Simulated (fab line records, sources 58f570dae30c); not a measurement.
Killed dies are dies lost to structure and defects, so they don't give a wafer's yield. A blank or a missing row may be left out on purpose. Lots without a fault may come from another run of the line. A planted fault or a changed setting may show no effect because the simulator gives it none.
Which tool did it? | flow berkeley_cmos170 | 13 lots, 39 wafers sampled, at 3 steps of a route of 331

WHAT THE GAUGES READ, wafer by wafer
UCB170_NSD_CD_MEAS_06: target cd 1200 nm. Usual: cd_nm 1199.9 nm, standard deviation 1.5.
lot  | measured     | on        | cd_nm (nm)           | flag
L960 | day 7 16:22  | cd_sem-02 | 1201.6 1200.6 1199.6 |
L962 | day 7 22:02  | cd_sem-02 | 1200.3 1200.7 1199.7 |
L963 | day 8 14:43  | cd_sem-02 | 1201.2 1201.9 1200.8 |
L964 | day 8 14:50  | cd_sem-02 | - - -                | OFF
L969 | day 9 11:07  | cd_sem-02 | 1199.4 1197.7 1197.2 |
L974 | day 10 11:11 | cd_sem-01 | 1198.3 1196.5 1197.2 |
L977 | day 10 23:26 | cd_sem-02 | 1199.8 1200.2 1200.4 |
L978 | day 10 23:33 | cd_sem-01 | 1199.9 1200.8 1200.6 |
L975 | day 10 23:46 | cd_sem-02 | 1199.0 1199.4 1197.4 |
L979 | day 10 23:53 | cd_sem-02 | 1199.6 1199.9 1199.4 |
L980 | day 11 22:17 | cd_sem-02 | 1200.8 1202.3 1201.0 |
L981 | day 11 22:26 | cd_sem-02 | 1198.1 1196.8 1196.8 |
L983 | day 12 12:44 | cd_sem-02 | 1199.2 1201.4 1200.2 |

UCB170_NSD_TW_MEAS_10. Usual: NSD_TW 4221, standard deviation 56.
lot  | measured     | on            | NSD_TW         | flag
L960 | day 7 16:46  | film_metro-01 | 4323 4296 4295 |
L962 | day 7 22:26  | film_metro-04 | 4205 4199 4197 |
L963 | day 8 15:07  | film_metro-04 | 4197 4204 4186 |
L964 | day 8 15:14  | film_metro-03 | 30 30 30       | OFF
L969 | day 9 11:31  | film_metro-04 | 4212 4233 4213 |
L974 | day 10 11:35 | film_metro-01 | 4275 4263 4262 |
L977 | day 10 23:50 | film_metro-03 | 4157 4133 4155 |
L978 | day 10 23:56 | film_metro-01 | 4264 4278 4271 |
L975 | day 11 00:10 | film_metro-03 | 4122 4133 4156 |
L979 | day 11 00:17 | film_metro-01 | 4267 4268 4265 |
L980 | day 11 22:41 | film_metro-04 | 4245 4220 4208 |
L981 | day 11 22:50 | film_metro-01 | 4259 4223 4269 |
L983 | day 12 13:08 | film_metro-01 | 4286 4269 4279 |

WHICH TOOL RAN EACH LOT (tool, then ch and the chambers of the sampled wafers, then the start)
lot  | UCB170_NSD_EXPOSE_03
L960 | krf_scanner-01 ch 0, day 7 15:58
L962 | krf_scanner-02 ch 0, day 7 21:25
L963 | krf_scanner-01 ch 0, day 8 14:14
L964 | krf_scanner-01 ch 0, day 8 14:21
L969 | krf_scanner-02 ch 0, day 9 10:40
L974 | krf_scanner-02 ch 0, day 10 10:48
L977 | krf_scanner-02 ch 0, day 10 22:53
L978 | krf_scanner-01 ch 0, day 10 23:10
L975 | krf_scanner-02 ch 0, day 10 23:22
L979 | krf_scanner-02 ch 0, day 10 23:29
L980 | krf_scanner-01 ch 0, day 11 21:25
L981 | krf_scanner-01 ch 0, day 11 21:34
L983 | krf_scanner-02 ch 0, day 12 11:54
- UCB170_NSD_EXPOSE_03: exposes mask NSELECT MOD, target cd 1200 nm.

WHAT THE TOOLS THEMSELVES READ (means of the sampled wafers that have a number; where no wafer has one, the mark that the record gives instead)
The record holds no such reading with a usual standard deviation.

THE ANSWER, worked out from the rows above alone
Rule: a lot is off if the mean of its wafers that have a number lies more than 3 standard deviations from the usual mean. A lot without any number at a reading at which 4 lots or more have one is off too. The other lots that the step has rows for count as sound. The gauges are gone through in route order, then the tools' own readings, and for those a lot's mean is taken as printed above. The first step at which some lot is off is used, and at that step the reading that is off furthest; a lot without a number counts as furthest.
Off: L964, at UCB170_NSD_CD_MEAS_06 (cd_nm). Without a number there: L964.
A tool fits if, at a process step before that reading, it ran every lot that is off, and no sound lot after the first of them. The gauges at UCB170_NSD_CD_MEAS_06 aren't tried: what is off there is off at UCB170_NSD_TW_MEAS_10 too, on other tools, and a gauge's error can't cause that. None of those tried fits.

WHAT THE SIMULATOR HAD PUT IN
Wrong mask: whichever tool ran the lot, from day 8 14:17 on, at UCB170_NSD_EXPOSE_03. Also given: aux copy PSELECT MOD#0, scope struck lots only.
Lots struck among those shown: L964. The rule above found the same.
